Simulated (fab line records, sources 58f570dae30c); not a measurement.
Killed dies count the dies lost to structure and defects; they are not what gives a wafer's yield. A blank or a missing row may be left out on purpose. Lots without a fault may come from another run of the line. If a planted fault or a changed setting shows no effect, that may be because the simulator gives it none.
Split-lot experiment | flow berkeleyCmos170 | 27 wafers read across 5 lots, on a route 331 steps long

== THE SPLIT ITSELF ==
At UCB170_NWELL_OXIDATION_01 (target thk 26.4 nm, ox time 1260 s), the setting oxTimeS was moved away from the recipe's 1260 s on 24 of the 27 wafers read, by -51.6% to +16.0%. All remaining wafers had this setting at the recipe value.

Split to reading: the file shows no intervening step.

== THE READING ==
NWELL_OXIDE_THK (nm), taken at UCB170_NWELL_THK_MEAS_02. On this fab line, fault-free wafers typically give 26.2 nm with a standard deviation of 0.43 nm.

wafer  | tool, chamber at the split | oxTimeS as run, s | against the recipe | NWELL_OXIDE_THK, nm | against lot-mates on the recipe
L074.1 | -, -                       | 1462              | +16.0%             | 28.7                | no lot-mate on the recipe
L074.2 | -, -                       | 1462              | +16.0%             | 28.5                | no lot-mate on the recipe
L074.3 | -, -                       | 1462              | +16.0%             | 28.9                | no lot-mate on the recipe
L074.4 | -, -                       | 1462              | +16.0%             | 28.2                | no lot-mate on the recipe
L074.5 | -, -                       | 1462              | +16.0%             | 28.4                | no lot-mate on the recipe
L074.6 | -, -                       | 1462              | +16.0%             | 28.4                | no lot-mate on the recipe
L076.1 | -, -                       | 816.6             | -35.2%             | 20.5                | no lot-mate on the recipe
L076.2 | -, -                       | 816.6             | -35.2%             | 20.1                | no lot-mate on the recipe
L076.3 | -, -                       | 816.6             | -35.2%             | 20.1                | no lot-mate on the recipe
L076.4 | -, -                       | 816.6             | -35.2%             | 20.4                | no lot-mate on the recipe
L076.5 | -, -                       | 816.6             | -35.2%             | 20.1                | no lot-mate on the recipe
L076.6 | -, -                       | 816.6             | -35.2%             | 20.8                | no lot-mate on the recipe
L075.2 | furnace-04, 0              | 1260              | recipe             | 26.9                | -
L075.3 | furnace-04, 0              | 1260              | recipe             | 26.9                | -
L075.4 | furnace-04, 0              | 1260              | recipe             | 26.7                | -
L079.1 | -, -                       | 905.5             | -28.1%             | 21.6                | no lot-mate on the recipe
L079.2 | -, -                       | 905.5             | -28.1%             | 21.5                | no lot-mate on the recipe
L079.3 | -, -                       | 905.5             | -28.1%             | 21.6                | no lot-mate on the recipe
L079.4 | -, -                       | 905.5             | -28.1%             | 21.7                | no lot-mate on the recipe
L079.5 | -, -                       | 905.5             | -28.1%             | 21.4                | no lot-mate on the recipe
L079.6 | -, -                       | 905.5             | -28.1%             | 21.7                | no lot-mate on the recipe
L085.1 | -, -                       | 609.3             | -51.6%             | 17.9                | no lot-mate on the recipe
L085.2 | -, -                       | 609.3             | -51.6%             | 18.1                | no lot-mate on the recipe
L085.3 | -, -                       | 609.3             | -51.6%             | 17.4                | no lot-mate on the recipe
L085.4 | -, -                       | 609.3             | -51.6%             | 17.9                | no lot-mate on the recipe
L085.5 | -, -                       | 609.3             | -51.6%             | 18.2                | no lot-mate on the recipe
L085.6 | -, -                       | 609.3             | -51.6%             | 18.0                | no lot-mate on the recipe

FIT RESULTS
A straight line over all 27 wafers: NWELL_OXIDE_THK changes by +0.161 nm for each +1% of oxTimeS; r = +1.00; the points scatter about the line by 0.35 nm.
Too few moved wafers have a lot-mate on the recipe to fit a line with each lot's own level taken away.

== THE WHOLE CHAIN: every reading that the file lists as answering this split, in the file's order ==
step                      | what it does                       | reading                                                                           | change (the file's fit)               | r (the file's)
UCB170_NWELL_OXIDATION_01 | target thk 26.4 nm, ox time 1260 s | SiO2_of_NWELL_OXIDATION_01.thkNm (the simulator's own value, which no gauge read) | +0.161 nm for each +1% of the setting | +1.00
UCB170_NWELL_THK_MEAS_02  |                                    | NWELL_OXIDE_THK                                                                   | +0.161 for each +1% of the setting    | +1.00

== FILE'S OWN FIT ==
NWELL_OXIDE_THK changes by +0.161 nm for each +1% of oxTimeS, r = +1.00.
